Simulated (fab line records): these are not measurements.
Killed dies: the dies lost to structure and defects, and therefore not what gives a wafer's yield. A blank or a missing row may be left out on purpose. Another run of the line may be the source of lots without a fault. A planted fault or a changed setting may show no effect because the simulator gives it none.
Which tool is to blame?    flow berkeley cmos170    Sampling: 7 lots, 21 wafers, 3 of 331 route steps

## WHAT THE GAUGES READ, wafer by wafer
UCB170_M1_CD_MEAS_90 targets a cd of 700 nm.
lot   measured      on         cd nm (nm)
L448  day 9 05:58   cd sem-02  698.1 699.8 701.1
L451  day 10 00:04  cd sem-02  699.5 699.3 697.9
L456  day 10 18:52  cd sem-01  704.7 706.4 704.8
L459  day 11 19:54  cd sem-02  679.4 680.2 679.1
L463  day 12 05:11  cd sem-01  702.7 699.3 704.1
L469  day 12 23:41  cd sem-01  696.4 702.7 697.4
L470  day 13 20:15  cd sem-02  700.3 696.7 699.5

## WHICH TOOL RAN EACH LOT (tool, then ch and the chambers of the sampled wafers, then the start)
lot   UCB170_M1_METAL_ETCH_12            UCB170_M1_STRIP_13
L448  rie metal-04 ch 1, day 9 05:44     plasma asher-01 ch 0,1, day 9 05:52
L451  rie metal-02 ch 0,1, day 9 23:49   plasma asher-02 ch 0,1, day 9 23:56
L456  rie metal-04 ch 0, day 10 18:38    plasma asher-03 ch 0,1, day 10 18:46
L459  rie metal-02 ch 0, day 11 19:39    plasma asher-03 ch 0,1, day 11 19:47
L463  rie metal-04 ch 0,1, day 12 04:53  plasma asher-03 ch 0,1, day 12 05:01
L469  rie metal-04 ch 0,1, day 12 23:26  plasma asher-02 ch 0,1, day 12 23:34
L470  rie metal-01 ch 0,1, day 13 20:01  plasma asher-02 ch 0,1, day 13 20:09
- UCB170_M1_METAL_ETCH_12: etches Al in Cl2/BCl3, stops on PSG, target depth 780 nm, time 130 s.
- UCB170_M1_STRIP_13: strips in O2.

## THE ANSWER, worked out from the rows above alone
Rule: usual is defined by the lots themselves. The widest of any qualifying gaps counts: lots, ordered by their means at a reading, are off when they make up no more than a third of the lots, leave a main group of 4 or more, and stand apart from it by 3 or more times the standard deviation of that group's means. The tables above print the reading to a certain number of digits; a main group whose means all agree to those digits is not used. A lot without any number at a reading at which 4 lots or more have one is off too. The other lots that the step has rows for count as sound.
Off: L459 (UCB170_M1_CD_MEAS_90, cd nm). For the main group the mean is 700.6 nm and the standard deviation 2.4.
A tool fits if, at a process step before that reading, it ran every lot that is off, and no sound lot after the first of them. Those tools and the gauges at UCB170_M1_CD_MEAS_90 are tried in the same way. One fits: UCB170_M1_METAL_ETCH_12 on rie metal-02. A fault onset in the window from L451 (day 9 23:49, its last sound lot) to L459 (day 11 19:39, its first lot off) fits.

## WHAT THE SIMULATOR PUT IN
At UCB170_M1_METAL_ETCH_12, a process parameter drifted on rie metal-02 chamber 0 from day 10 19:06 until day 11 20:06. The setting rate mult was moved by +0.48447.
Lots struck among those shown: L459. The rule above found the same.
